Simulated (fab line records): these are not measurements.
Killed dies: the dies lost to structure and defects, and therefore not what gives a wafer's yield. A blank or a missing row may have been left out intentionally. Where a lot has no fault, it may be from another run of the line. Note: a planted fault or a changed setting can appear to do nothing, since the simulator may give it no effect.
fab line records -- flow rit_cmos
record: lots: 14, wafers: 42, last_day: 7
route steps=202 shown ACTIVE@2
lots that met no fault: taken from a fault-free run of the same line
start_h: start of the lot's first displayed wafer, in hours after the record's first day -- wait_h: hours elapsed since this lot's preceding step -- " as in the row above -- L1.1+2: a single row standing in for several wafers -- - no value, or no start given -- * or withheld: withheld -- < > ~ a bound
route shown NAME@n: NAME is a module with steps in the file, n the number in the route of the first one -- usual: average and standard deviation across the fault-free wafers -- same: alike in all rows -- chamber/n: place in a boat -- sites: per-site readings -- _std_site: their standard deviation -- _edge_site: the outer-site mean with the inner-site mean subtracted -- radius_mm: for every site, how far away it sits from the centre of the wafer -- mask NAME#n: copy n -- behind: tool/chamber where the wafer was last shaped -- hold: the reason the lot was held/the length of the hold in hours/how it ended -- device: names the non-switching transistor (n, p or np) -- end of line: the tests these same wafers got at the end of their route -- where a step has no rows: the recipe by itself -- killed: dies that structure and defects cost at the first sort, which is not the same as the wafer's yield -- map: a wafer's dies, marking killed ones x, the rest . and places with no die _
set.NAME: the setting as run; set.NAME@STEP: as run at that earlier step -- model.NAME: the simulator's own value behind a step, which no gauge read
route steps across a sampled set of lots; one table per step, one row per wafer
services: from which hour (start_h, from the record's first day; less than 0 if before it) a tool's chamber was out of use, for how many hours, and why
== steps ==
step: RIT_ACTIVE_OXIDATION_01
recipe: temp_c: 1003, ambient: O2, target_thk_a: 468, ox_time_s: 3360
usual: ox_temp_c_max: 1007.3/1.9, ox_time_s: 3360/0, zone_power_load_pct: 30.7/2.4
lot.wafer,tool,chamber,start_h,wait_h,ox_temp_c_max,ox_time_s,zone_power_load_pct
L276.3,furnace-03,0,15.12,0.1,1005.2,3360,33.0
L276.5,furnace-03,0,15.12,0.1,1005.9,3360,33.2
L276.6,furnace-03,0,15.12,0.1,1006.0,3360,32.9
L277.1,furnace-03,0,20.12,0.1,1006.3,3360,33.2
L277.4,furnace-03,0,20.12,0.1,1005.0,3360,33.0
L277.6,furnace-03,0,20.12,0.1,1006.5,3360,33.1
L278.1,furnace-02,0,25.12,0.1,1008.0,3360,31.4
L278.5,furnace-02,0,25.12,0.1,1008.1,3360,32.6
L278.6,furnace-02,0,25.12,0.1,1008.6,3360,32.4
L279.4,furnace-03,0,30.12,0.0,1005.7,3360,33.0
L279.5,furnace-03,0,30.12,0.0,1005.8,3360,33.7
L279.6,furnace-03,0,30.12,0.0,1005.5,3360,33.2
L280.1,furnace-04,0,35.12,0.1,1006.5,3360,27.7
L280.2,furnace-04,0,35.12,0.1,1006.2,3360,27.8
L280.4,furnace-04,0,35.12,0.1,1006.7,3360,27.7
L281.1,furnace-04,0,40.12,0.1,1005.5,3360,28.0
L281.2,furnace-04,0,40.12,0.1,1007.6,3360,27.9
L281.3,furnace-04,0,40.12,0.1,1006.0,3360,27.6
L283.2,furnace-03,0,50.12,0.1,1006.4,3360,33.3
L283.4,furnace-03,0,50.12,0.1,1005.5,3360,33.1
L283.6,furnace-03,0,50.12,0.1,1005.8,3360,33.5
L285.1,furnace-03,0,60.12,0.1,1005.0,3360,33.0
L285.3,furnace-03,0,60.12,0.1,1005.3,3360,33.6
L285.5,furnace-03,0,60.12,0.1,1005.0,3360,33.4
L287.2,furnace-02,0,70.12,0.1,1012.9,3360,32.4
L287.4,furnace-02,0,70.12,0.1,1010.7,3360,32.0
L287.5,furnace-02,0,70.12,0.1,1009.5,3360,31.8
L292.3,furnace-02,0,95.27,0.2,1008.6,6384,32.0
L292.4,furnace-02,0,95.27,0.2,1009.0,6384,31.9
L292.6,furnace-02,0,95.27,0.2,1008.7,6384,31.7
L293.4,furnace-02,0,100.12,0.0,1008.2,6384,31.6
L293.5,furnace-02,0,100.12,0.0,1010.3,6384,31.7
L293.6,furnace-02,0,100.12,0.0,1011.2,6384,31.7
L295.1,furnace-03,0,110.12,0.1,1007.1,3360,32.6
L295.2,furnace-03,0,110.12,0.1,1006.2,3360,33.2
L295.6,furnace-03,0,110.12,0.1,1005.7,3360,33.4
L296.1,furnace-04,0,116.51,1.5,1005.8,3360,27.9
L296.3,furnace-04,0,116.51,1.5,1006.6,3360,28.1
L296.6,furnace-04,0,116.51,1.5,1008.5,3360,27.7
L298.3,furnace-04,0,125.12,0.1,1006.2,3360,27.7
L298.4,furnace-04,0,125.12,0.1,1007.2,3360,28.3
L298.6,furnace-04,0,125.12,0.1,1007.0,3360,27.7
step: RIT_ACTIVE_THK_MEAS_02
recipe: reads: SiO2_of_ACTIVE_OXIDATION_01
usual: ACTIVE_OXIDE_THK: 48.1/0.81
lot.wafer,tool,chamber,start_h,wait_h,ACTIVE_OXIDE_THK[nm]
L276.3,film_metro-03,-,17.07,0.0,48.8
L276.5,film_metro-03,-,17.07,0.0,47.7
L276.6,film_metro-03,-,17.07,0.0,48.0
L277.1,film_metro-02,-,22.05,0.0,47.3
L277.4,film_metro-02,-,22.05,0.0,46.0
L277.6,film_metro-02,-,22.05,0.0,47.4
L278.1,film_metro-02,-,27.05,0.0,48.9
L278.5,film_metro-02,-,27.05,0.0,48.6
L278.6,film_metro-02,-,27.05,0.0,49.4
L279.4,film_metro-02,-,32.08,0.0,49.2
L279.5,film_metro-02,-,32.08,0.0,48.5
L279.6,film_metro-02,-,32.08,0.0,49.2
L280.1,film_metro-04,-,37.05,0.0,48.2
L280.2,film_metro-04,-,37.05,0.0,48.3
L280.4,film_metro-04,-,37.05,0.0,47.8
L281.1,film_metro-04,-,42.05,0.0,46.6
L281.2,film_metro-04,-,42.05,0.0,46.8
L281.3,film_metro-04,-,42.05,0.0,47.7
L283.2,film_metro-02,-,52.06,0.0,47.9
L283.4,film_metro-02,-,52.06,0.0,48.2
L283.6,film_metro-02,-,52.06,0.0,48.3
L285.1,film_metro-04,-,62.05,0.0,47.6
L285.3,film_metro-04,-,62.05,0.0,48.2
L285.5,film_metro-04,-,62.05,0.0,47.6
L287.2,film_metro-02,-,72.06,0.0,48.4
L287.4,film_metro-02,-,72.06,0.0,48.9
L287.5,film_metro-02,-,72.06,0.0,48.1
L292.3,film_metro-03,-,97.22,0.0,74.3
L292.4,film_metro-03,-,97.22,0.0,74.0
L292.6,film_metro-03,-,97.22,0.0,73.5
L293.4,film_metro-04,-,102.08,0.0,74.0
L293.5,film_metro-04,-,102.08,0.0,73.6
L293.6,film_metro-04,-,102.08,0.0,73.0
L295.1,film_metro-04,-,112.05,0.0,48.4
L295.2,film_metro-04,-,112.05,0.0,48.6
L295.6,film_metro-04,-,112.05,0.0,48.8
L296.1,film_metro-04,-,118.44,0.0,48.4
L296.3,film_metro-04,-,118.44,0.0,48.8
L296.6,film_metro-04,-,118.44,0.0,48.7
L298.3,film_metro-02,-,127.07,0.0,48.9
L298.4,film_metro-02,-,127.07,0.0,49.1
L298.6,film_metro-02,-,127.07,0.0,48.9
== services ==
tool,chamber,start_h,hours,kind
furnace-03,-,6.07,5.3,repair
furnace-02,-,114.45,3.5,pm
furnace-02,-,115.64,4.0,repair
== key ==
first_sign: step: RIT_ACTIVE_OXIDATION_01, reading: ox_time_s, direction: up, sigmas: 99+, usual: *, struck: *
effect: step: RIT_ACTIVE_THK_MEAS_02, reading: ACTIVE_OXIDE_THK, direction: up, sigmas: 31, usual: 48.1, struck: 73.7
met_at RIT_ACTIVE_OXIDATION_01
struck_lots L292,L293
tester_left_out L292,L293
onset_between 70.12 95.27
fault: kind: process_parameter_drift, tool: furnace-02, chamber: -, onset_h: 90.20, steps: RIT_ACTIVE_OXIDATION_01, channel: ox_time_s, offset: *, shape: step, end_h: 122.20, acts_in: *, stated: *
tester_left_out: of these lots the tester's yield and bins aren't shown, on N5 and GAA mostly nor the transistor test; their killed dies are dies lost to structure and defects alone, not to doping, threshold or leakage, so they don't give the yield
